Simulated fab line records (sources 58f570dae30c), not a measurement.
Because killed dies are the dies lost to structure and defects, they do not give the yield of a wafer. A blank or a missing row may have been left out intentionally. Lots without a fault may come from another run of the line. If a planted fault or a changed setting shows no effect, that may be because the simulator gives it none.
What tool caused it? ; flow berkeleyCmos170 ; Sampling: 13 lots, 39 wafers, 4 of 331 route steps

## WHAT THE GAUGES READ, wafer by wafer
UCB170_NVT_OVL_MEAS_06.
lot;measured;on;NVT_OVL (nm)
L518;day 6 11:40;overlay-01;-1 -3 2
L517;day 6 11:56;overlay-02;-4 -2 -2
L520;day 6 23:43;overlay-01;-4 2 -2
L523;day 7 09:55;overlay-02;-2 -5 -5
L522;day 7 09:56;overlay-01;-3 -4 -11
L526;day 8 13:26;overlay-02;- - -
L525;day 8 13:38;overlay-02;0 4 -6
L528;day 9 07:53;overlay-01;1 1 4
L536;day 10 19:04;overlay-02;2 -2 -4
L537;day 11 01:29;overlay-01;0 -1 -8
L538;day 11 01:37;overlay-02;5 0 2
L540;day 11 14:09;overlay-01;2 -2 -9
L539;day 11 14:26;overlay-01;-9 -7 -5

UCB170_NVT_TW_MEAS_09.
lot;measured;on;NVT_TW
L518;day 6 11:57;filmMetro-04;530 528 532
L517;day 6 12:13;filmMetro-02;519 521 523
L520;day 7 00:00;filmMetro-04;527 527 528
L523;day 7 10:13;filmMetro-03;512 512 513
L522;day 7 10:14;filmMetro-02;520 522 519
L526;day 8 13:44;filmMetro-02;30 30 30
L525;day 8 13:56;filmMetro-04;530 528 526
L528;day 9 08:11;filmMetro-04;527 526 527
L536;day 10 19:22;filmMetro-04;533 529 529
L537;day 11 01:47;filmMetro-04;526 529 524
L538;day 11 01:53;filmMetro-04;529 531 527
L540;day 11 14:26;filmMetro-04;528 530 527
L539;day 11 14:43;filmMetro-02;520 519 517

UCB170_M1_CD_MEAS_09: the cd target is 700 nm.
lot;measured;on;cdNm (nm)
L518;day 8 13:55;cdSem-02;699.5 700.6 699.5
L517;day 8 12:25;cdSem-01;700.9 701.2 700.8
L520;day 8 18:31;cdSem-01;699.8 698.7 699.7
L523;day 9 17:46;cdSem-01;699.7 699.0 699.3
L522;day 9 13:55;cdSem-01;699.6 698.6 699.0
L526;day 10 12:11;cdSem-02;699.9 696.8 698.1
L525;day 10 11:52;cdSem-01;697.6 698.3 697.3
L528;day 11 05:20;cdSem-02;702.0 701.5 702.9
L536;day 12 17:34;cdSem-02;700.3 700.8 700.3
L537;day 12 20:42;cdSem-01;697.4 699.9 698.4
L538;day 12 21:12;cdSem-02;698.6 697.7 699.6
L540;day 13 06:41;cdSem-01;699.1 696.8 699.2
L539;day 13 10:26;cdSem-02;701.7 700.2 701.0

## EACH LOT AND THE TOOL THAT RAN IT (in order: tool; ch and the chambers of the sampled wafers; start)
lot;UCB170_NVT_EXPOSE_03
L518;krfScanner-01 ch 0, day 6 11:16
L517;krfScanner-02 ch 0, day 6 11:31
L520;krfScanner-02 ch 0, day 6 23:07
L523;krfScanner-02 ch 0, day 7 09:08
L522;krfScanner-02 ch 0, day 7 09:12
L526;krfScanner-02 ch 0, day 8 12:52
L525;krfScanner-01 ch 0, day 8 13:04
L528;krfScanner-01 ch 0, day 9 06:37
L536;krfScanner-02 ch 0, day 10 18:41
L537;krfScanner-02 ch 0, day 11 01:06
L538;krfScanner-02 ch 0, day 11 01:13
L540;krfScanner-01 ch 0, day 11 13:17
L539;krfScanner-02 ch 0, day 11 13:34
- UCB170_NVT_EXPOSE_03: exposes mask PWELL, target cd 3000 nm.

## WHAT THE TOOLS THEMSELVES READ (means of the sampled wafers that have a number; where no wafer has one, the mark that the record gives instead)
The record holds no such reading with a usual standard deviation.

## THE ANSWER, worked out from the rows above alone
Rule: what is usual is taken from the lots themselves. The widest of any qualifying gaps counts: lots, ordered by their means at a reading, are off when they make up no more than a third of the lots, leave a main group of 4 or more, and stand apart from it by 3 or more times the standard deviation of that group's means. A main group whose means are all the same, to the digits that the tables above print for the reading, isn't used. A lot without any number at a reading at which 4 lots or more have one is off too. Any other lot the step has rows for is counted as sound. Order of review: gauges by route order, followed by the tools' own readings, for which a lot's mean as printed above is used. The first step at which some lot is off is used, and at that step the reading that is off furthest; a lot without a number counts as furthest.
Off: L526, at UCB170_NVT_OVL_MEAS_06 (NVT_OVL). Without a number there: L526. The main group has a mean of -2 nm with a standard deviation of 2.7.
If a tool, at a process step before that reading, ran all the lots that are off and no sound lot after the first of them, it fits. The gauges at UCB170_NVT_OVL_MEAS_06 aren't tried: what is off there is off at UCB170_NVT_TW_MEAS_09 too, on other tools, and a gauge's error can't cause that. None of those tried fits.

## WHAT HAD BEEN PUT IN BY THE SIMULATOR
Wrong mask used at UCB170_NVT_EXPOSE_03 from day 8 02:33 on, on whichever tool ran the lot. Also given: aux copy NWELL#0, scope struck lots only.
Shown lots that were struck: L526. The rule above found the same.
